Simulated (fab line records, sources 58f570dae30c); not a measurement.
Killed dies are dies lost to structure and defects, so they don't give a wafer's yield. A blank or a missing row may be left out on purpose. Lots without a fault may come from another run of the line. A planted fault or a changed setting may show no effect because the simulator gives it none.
Problem report in the 8D (eight disciplines) form, filled by code | flow berkeley_cmos170 | the parts of the form that need people (team, actions taken, sign-off) are left out

1. THE PROBLEM
tilt_deg at UCB170_PFIELD_IMPLANT_07 reads a mean of 5.716 degrees on 6 wafers of 2 lots; wafers without a fault read 6.999 degrees with a standard deviation of 0.022. That is -58 standard deviations from the usual mean.
First seen on wafer L716.1, day 4 18:59, on implanter-01. The record holds 42 wafers of 14 lots with a number at this step. Rule for "out", or "out of limits": more than 4 standard deviations from the usual mean. The other wafers with a number count as sound.

2. WHAT IT IS AND WHAT IT IS NOT
question                    | is                     | is not
which readings at this step | tilt_deg               | -
which lots                  | L716, L720             | L715, L717, L727, L728, L729, L731, L732, L733, L734, L735, L736, L737
which wafers of those lots  | all that have a number | -
read on which tools         | implanter-01           | implanter-02, implanter-04
when                        | from day 4 18:59       | up to then (6 sound wafers); but 30 sound wafers of L727, L728, L729, L731, L732, L733, L734, L735, L736, L737 came after

3. SUSPECTS, AND WHAT RULES EACH OUT
Counting: a tool at a process step up to the reading stays a suspect if it ran every lot that is out and no sound lot after the first of them.
- plasma_asher-01 at UCB170_PWELL_STRIP_16 (strips in O2): ruled out as a lasting fault. Sound lots L717, L734, L735, L736 ran on it after its first lot that is out, L716 (day 3 10:04).
- implanter-01 at UCB170_PFIELD_IMPLANT_07: ruled out as a lasting fault. Sound lots L731, L732, L736 ran on it after its first lot that is out, L716 (day 4 18:59).
Left after counting: nothing in the record.

4. THE CAUSE (what the simulator had put in)
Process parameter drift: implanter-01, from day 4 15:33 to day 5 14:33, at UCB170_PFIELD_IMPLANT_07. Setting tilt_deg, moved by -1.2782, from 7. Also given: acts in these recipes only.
Counting ruled it out, wrongly.

5. THE CHAIN OF EFFECTS, in route order
Each row: a reading whose mean over the struck wafers that have a number lies more than 3 standard deviations from the usual. Only readings for which the record gives a usual standard deviation are gone through. hours: the time from each lot's start at the first step in this table that gives one to its start at this step, as a median over the lots. sigmas: the change in usual standard deviations.
hours | step                     | reading  | usual         | on struck wafers | change | sigmas
0     | UCB170_PFIELD_IMPLANT_07 | tilt_deg | 6.999 degrees | 5.716            | -1.283 | -58
The process steps in it:
- UCB170_PFIELD_IMPLANT_07
Later measuring or inspecting steps at which every struck wafer that the step has a row for has a number for every such reading, and none has moved that far: UCB170_SACOX_THK_MEAS_02.

6. WHAT WOULD HAVE CAUGHT IT SOONER
In this record the first reading out of limits was taken at day 4 18:59, 3 hours after the fault began at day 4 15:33.
